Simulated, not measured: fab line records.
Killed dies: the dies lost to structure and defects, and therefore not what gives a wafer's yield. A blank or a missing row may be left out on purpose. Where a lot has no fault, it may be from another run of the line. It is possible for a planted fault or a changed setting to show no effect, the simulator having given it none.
Split-lot trial	flow berkeley cmos170	23 wafers read across 5 lots, on a route 331 steps long

## SPLIT DETAILS
At UCB170_M3_COAT_05 (resist thk 900 nm), the setting spin rpm was moved away from the recipe's 1500 rpm on 7 of the 23 wafers read, by -6.5% to +7.3%. All remaining wafers had this setting at the recipe value.

The reading is taken at the split's own step.

## THE READING
KrF_of_M3_COAT_05.thk nm (the simulator's own value, which no gauge read), in nm, at UCB170_M3_COAT_05 (resist thk 900 nm). The file gives no usual value for it. Across the 16 wafers here that went through the recipe, the average is 898.8 nm and the standard deviation 2.5 nm.

wafer	tool, chamber at the split	spin rpm as run, rpm	against the recipe	KrF_of_M3_COAT_05.thk nm, nm	against lot-mates on the recipe
L075.1	litho track-04, 0	1500	recipe	900.1	-
L075.3	litho track-04, 0	1500	recipe	895.2	-
L075.4	litho track-04, 0	1500	recipe	898.8	-
L075.5	litho track-04, 0	1500	recipe	898.6	-
L075.6	litho track-04, 0	1500	recipe	897.8	-
L076.2	litho track-02, 0	1500	recipe	898.5	-
L076.3	litho track-02, 0	1500	recipe	897.2	-
L076.4	litho track-02, 0	1609	+7.3%	863.7	-33.4
L076.5	litho track-02, 0	1609	+7.3%	867	-30.1
L076.6	litho track-02, 0	1500	recipe	895.5	-
L082.2	litho track-03, 0	1500	recipe	897	-
L082.4	litho track-03, 0	1500	recipe	897.7	-
L082.5	litho track-03, 0	1500	recipe	895.7	-
L083.1	litho track-03, 0	1403	-6.5%	931.5	+30.3
L083.2	litho track-03, 0	1500	recipe	900.8	-
L083.3	litho track-03, 0	1500	recipe	901.2	-
L083.4	litho track-03, 0	1403	-6.5%	932.1	+30.9
L083.6	litho track-03, 0	1500	recipe	901.7	-
L084.2	litho track-03, 0	1500	recipe	904.5	-
L084.3	litho track-03, 0	1542	+2.8%	890.9	-11.5
L084.4	litho track-03, 0	1542	+2.8%	889.4	-13.0
L084.5	litho track-03, 0	1542	+2.8%	890.1	-12.3
L084.6	litho track-03, 0	1500	recipe	900.3	-

FIT RESULTS
A straight line over all 23 wafers: KrF_of_M3_COAT_05.thk nm changes by -4.67 nm for each +1% of spin rpm; r = -0.98; the points scatter about the line by 2.8 nm.
The same after taking each lot's own level away (the mean of its wafers on the recipe; 23 wafers): -4.52 nm for each +1%; r = -1.00; scatter 1.4 nm.
According to that fit, moving spin rpm by its largest amount changes the reading by 33 nm.
Measured against the standard deviation above, the lots' own levels, which go from 896.80 to 902.40 nm, span 2.3 times it.
Hence the lot-to-lot level has little effect on the slope; both slopes agree.
Check: with one of the wafers moved furthest among these (+7.3%) left out of the fit, the line predicts -32.3 nm for it against its lot-mates. Against them it came out at -33.4 nm.

## THE OTHER SPLITS THESE WAFERS WENT THROUGH
Note: prior to the reading, these wafers also went through further splits. Each is held against what the fit with the lots' levels taken away leaves over:
other split on the same wafers	wafers away from the commonest value	r with KrF_of_M3_COAT_05.thk nm (lot level and that fit taken away)
UCB170_M2_DEVELOP_14 develop time s	5	+0.12

## THE WHOLE CHAIN: every reading that the file lists as answering this split, in the file's order
step	what it does	reading	change (the file's fit)	r (the file's)
UCB170_M3_COAT_05	resist thk 900 nm	KrF_of_M3_COAT_05.thk nm (the simulator's own value, which no gauge read)	-4.52 nm for each +1% of the setting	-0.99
UCB170_M3_STRIP_07	strips in O2	strip time to endpoint s	withheld for each +1% of the setting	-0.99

## FILE'S OWN FIT
KrF_of_M3_COAT_05.thk nm changes by -4.52 nm for each +1% of spin rpm, r = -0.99.
